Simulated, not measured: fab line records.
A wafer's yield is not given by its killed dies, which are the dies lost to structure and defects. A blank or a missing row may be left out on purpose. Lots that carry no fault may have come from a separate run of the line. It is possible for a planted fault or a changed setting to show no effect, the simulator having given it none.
fab line records	flow rit-cmos
record lots=14	wafers=42	last-day=7
route steps=202 shown NSD@139 M1@202
lots with no fault: from the same line, run without faults
start-h: hours from the record's first day to the start of the lot's first wafer shown	wait-h: time in hours since the lot's previous step	" the same as in the row above	L1.1+2: a row that stands for several wafers	- no value, or no start given	* or withheld: withheld	< > ~ a bound
route shown NAME@n: NAME is a module with steps in the file, n the number in the route of the first one	usual: the fault-free wafers' mean and standard deviation	same: alike in all rows	chamber/n: place in a boat	sites: the reading at each site	_std_site: the values' standard deviation	_edge_site: outer sites' mean less inner sites'	radius-mm: how far each site lies from the wafer's centre	mask NAME#n: copy n	behind: the last tool/chamber to shape the wafer	hold: why the lot went on hold/how many hours it stayed there/how the hold came to an end	device: names the non-switching transistor (n, p or np)	end of line: tests run on the same wafers once the route is complete	step lacking rows: just its recipe	killed: the dies lost at the first sort to structure and to defects; this is not the yield of the wafer	map: a wafer's dies, x killed, . not, _ none there
set.NAME: the setting the step ran with; set.NAME@STEP: the setting that earlier step ran with	model.NAME: the simulator's own value behind a step, which no gauge read
the route's steps for a sample of lots (tables are steps, rows are wafers)
services: the hour from which a tool's chamber was out of use, counted from the record's first day as start-h (under 0 if before that day), plus the number of hours and why
## steps
# step RIT_NSD_IMPLANT_08
# recipe species=P	energy-kev=25	dose-cm2=1e+15	tilt-deg=7
# usual beam-energy-keV=25.001/0.0081
# same implant-ion-amu=31
lot.wafer	tool	chamber	start-h	wait-h	beam-energy-keV
L681.1	implanter-01	0	63.83	0.1	25.000
L681.2	"	0	"	"	24.990
L681.4	"	0	"	"	24.991
L682.3	implanter-02	0	64.17	0.1	24.993
L682.4	"	0	"	"	24.976
L682.6	"	0	"	"	24.984
L683.1	implanter-02	0	75.79	0.1	25.007
L683.4	"	0	"	"	24.992
L683.5	"	0	"	"	25.002
L684.2	implanter-02	0	78.38	0.1	24.995
L684.3	"	0	"	"	24.991
L684.4	"	0	"	"	24.985
L685.2	implanter-01	0	82.69	0.1	24.993
L685.3	"	0	"	"	25.004
L685.5	"	0	"	"	24.999
L686.1	implanter-04	0	87.81	0.1	25.005
L686.2	"	0	"	"	25.008
L686.5	"	0	"	"	25.001
L689.1	implanter-01	0	103.12	0.1	25.007
L689.3	"	0	"	"	24.996
L689.4	"	0	"	"	25.015
L690.2	implanter-02	0	109.10	0.1	25.010
L690.4	"	0	"	"	25.008
L690.6	"	0	"	"	25.006
L691.1	implanter-02	0	112.61	0.1	24.998
L691.3	"	0	"	"	25.001
L691.5	"	0	"	"	25.012
L692.1	implanter-04	0	115.44	0.1	25.006
L692.4	"	0	"	"	25.006
L692.5	"	0	"	"	24.996
L695.1	implanter-04	0	133.50	0.1	24.990
L695.2	"	0	"	"	24.999
L695.6	"	0	"	"	24.996
L698.2	implanter-02	0	149.06	0.1	29.173
L698.4	"	0	"	"	29.170
L698.6	"	0	"	"	29.168
L701.1	implanter-04	0	162.32	0.1	24.993
L701.4	"	0	"	"	24.984
L701.5	"	0	"	"	25.008
L702.1	implanter-02	0	167.45	0.1	29.187
L702.3	"	0	"	"	29.180
L702.4	"	0	"	"	29.173
# step RIT_NSD_TW_MEAS_10
# usual NSD_TW=3137/13
lot.wafer	tool	chamber	start-h	wait-h	NSD_TW
L681.1	film-metro-04	-	64.16	0.1	3130
L681.2	"	-	"	"	3146
L681.4	"	-	"	"	3130
L682.3	film-metro-02	-	64.46	0.1	3141
L682.4	"	-	"	"	3130
L682.6	"	-	"	"	3127
L683.1	film-metro-02	-	76.11	0.1	3122
L683.4	"	-	"	"	3116
L683.5	"	-	"	"	3117
L684.2	film-metro-02	-	78.69	0.1	3119
L684.3	"	-	"	"	3122
L684.4	"	-	"	"	3142
L685.2	film-metro-02	-	83.00	0.1	3109
L685.3	"	-	"	"	3122
L685.5	"	-	"	"	3126
L686.1	film-metro-03	-	88.14	0.1	3149
L686.2	"	-	"	"	3140
L686.5	"	-	"	"	3130
L689.1	film-metro-02	-	103.45	0.1	3140
L689.3	"	-	"	"	3149
L689.4	"	-	"	"	3161
L690.2	film-metro-02	-	109.56	0.1	3144
L690.4	"	-	"	"	3147
L690.6	"	-	"	"	3149
L691.1	film-metro-03	-	112.93	0.1	3147
L691.3	"	-	"	"	3144
L691.5	"	-	"	"	3149
L692.1	film-metro-04	-	115.76	0.1	3113
L692.4	"	-	"	"	3117
L692.5	"	-	"	"	3117
L695.1	film-metro-02	-	133.83	0.1	3152
L695.2	"	-	"	"	3152
L695.6	"	-	"	"	3150
L698.2	film-metro-02	-	149.37	0.1	3256
L698.4	"	-	"	"	3261
L698.6	"	-	"	"	3258
L701.1	film-metro-03	-	162.65	0.1	3130
L701.4	"	-	"	"	3122
L701.5	"	-	"	"	3122
L702.1	film-metro-02	-	167.78	0.1	3276
L702.3	"	-	"	"	3263
L702.4	"	-	"	"	3238
# step RIT_SDANNEAL_RS_MEAS_05
# recipe thk-meas-gauge=four-point-probe
# usual NSD_RS=84.5/0.32
lot.wafer	tool	chamber	start-h	wait-h	NSD_RS[ohm/sq]
L681.1	film-metro-02	-	67.02	0.1	83.9
L681.2	"	-	"	"	84.0
L681.4	"	-	"	"	84.1
L682.3	film-metro-04	-	67.17	0.1	84.5
L682.4	"	-	"	"	84.4
L682.6	"	-	"	"	84.9
L683.1	film-metro-04	-	78.27	0.1	84.6
L683.4	"	-	"	"	84.3
L683.5	"	-	"	"	84.6
L684.2	film-metro-03	-	80.73	0.1	84.9
L684.3	"	-	"	"	84.8
L684.4	"	-	"	"	84.6
L685.2	film-metro-03	-	85.19	0.1	84.6
L685.3	"	-	"	"	84.3
L685.5	"	-	"	"	84.6
L686.1	film-metro-04	-	90.29	0.1	84.4
L686.2	"	-	"	"	84.5
L686.5	"	-	"	"	84.3
L689.1	film-metro-03	-	105.68	0.1	84.6
L689.3	"	-	"	"	84.4
L689.4	"	-	"	"	84.4
L690.2	film-metro-04	-	111.78	0.1	84.2
L690.4	"	-	"	"	84.4
L690.6	"	-	"	"	84.1
L691.1	film-metro-04	-	114.96	0.1	84.2
L691.3	"	-	"	"	84.3
L691.5	"	-	"	"	84.3
L692.1	film-metro-03	-	117.98	0.1	85.2
L692.4	"	-	"	"	85.1
L692.5	"	-	"	"	85.3
L695.1	film-metro-03	-	135.98	0.1	84.5
L695.2	"	-	"	"	84.5
L695.6	"	-	"	"	84.6
L698.2	film-metro-04	-	151.41	0.1	82.9
L698.4	"	-	"	"	82.9
L698.6	"	-	"	"	83.0
L701.1	film-metro-02	-	164.80	0.1	84.3
L701.4	"	-	"	"	84.6
L701.5	"	-	"	"	84.2
L702.1	film-metro-04	-	169.93	0.1	82.5
L702.3	"	-	"	"	82.6
L702.4	"	-	"	"	82.5
# step RIT_M1_PROBE_99
# usual killed_at_M0_to_M3=0.0/0.12	killed-at-contacts=0.1/0.27	killed-at-front-end=7/3.1	killed-dies=7/3.1	killed-open=3.3/2.1	killed-short=3.5/2
# same gross-dies=264	killed_at_M4_up=0	killed-at-back-side=0	killed-at-other=0
lot.wafer	tool	chamber	start-h	wait-h	killed_at_M0_to_M3	killed-at-contacts	killed-at-front-end	killed-dies	killed-open	killed-short
L691.1	prober-02	-	122.32	0.1	0	1	7	8	3	5
L691.3	prober-02	-	122.42	0.2	0	0	8	8	6	2
L691.5	prober-02	-	122.52	0.2	0	0	7	7	4	3
# killed by level:class
L691.1 ACTIVE:geometric-particle:open=1 FOX1:geometric-particle:short=1 FOX2:geometric-particle:open=1 GATE:geometric-particle:short=1 SPACER:geometric-particle:short=1 SILICIDE:geometric-particle:short=1 SILICIDE:geometric-particle:open=1 CONTACT:geometric-particle:short=1
L691.3 SPACER:geometric-particle:open=3 FOX1:geometric-particle:open=1 GATE:geometric-particle:open=1 SPACER:geometric-particle:short=1 SILICIDE:geometric-particle:open=1 SILICIDE:geometric-particle:short=1
L691.5 SILICIDE:geometric-particle:open=3 REOX:geometric-particle:short=2 FOX2:geometric-particle:short=1 FOX2:geometric-particle:open=1
## services
tool	chamber	start-h	hours	kind
implanter-02	-	64.63	4.8	repair
implanter-04	-	74.66	10.1	repair
implanter-01	-	77.72	2.1	repair
implanter-02	-	92.72	2.0	repair
implanter-01	-	116.35	4.8	repair
implanter-02	-	163.36	0.7	repair
## key
first-sign step=RIT_NSD_IMPLANT_08	reading=beam-energy-keV	direction=up	sigmas=99+	usual=25.001	struck=29.175
effect step=RIT_NSD_TW_MEAS_10	reading=NSD_TW	direction=up	sigmas=9.1	usual=3137	struck=3259
effect step=RIT_SDANNEAL_RS_MEAS_05	reading=NSD_RS	direction=down	sigmas=5.5	usual=84.5	struck=82.7
met-at RIT_NSD_IMPLANT_08
struck-lots L698,L702
tester-left-out L698,L702
onset-between 112.61 149.06
fault kind=process-parameter-drift	tool=implanter-02	chamber=-	onset-h=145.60	steps=RIT_NSD_IMPLANT_08	channel=energy-kev	offset=4.1699	shape=step	end-h=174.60	acts-in=these-recipes-only	stated=25
# tester-left-out: of these lots the tester's yield and bins aren't shown, on N5 and GAA mostly nor the transistor test; their killed dies are dies lost to structure and defects alone, not to doping, threshold or leakage, so they don't give the yield
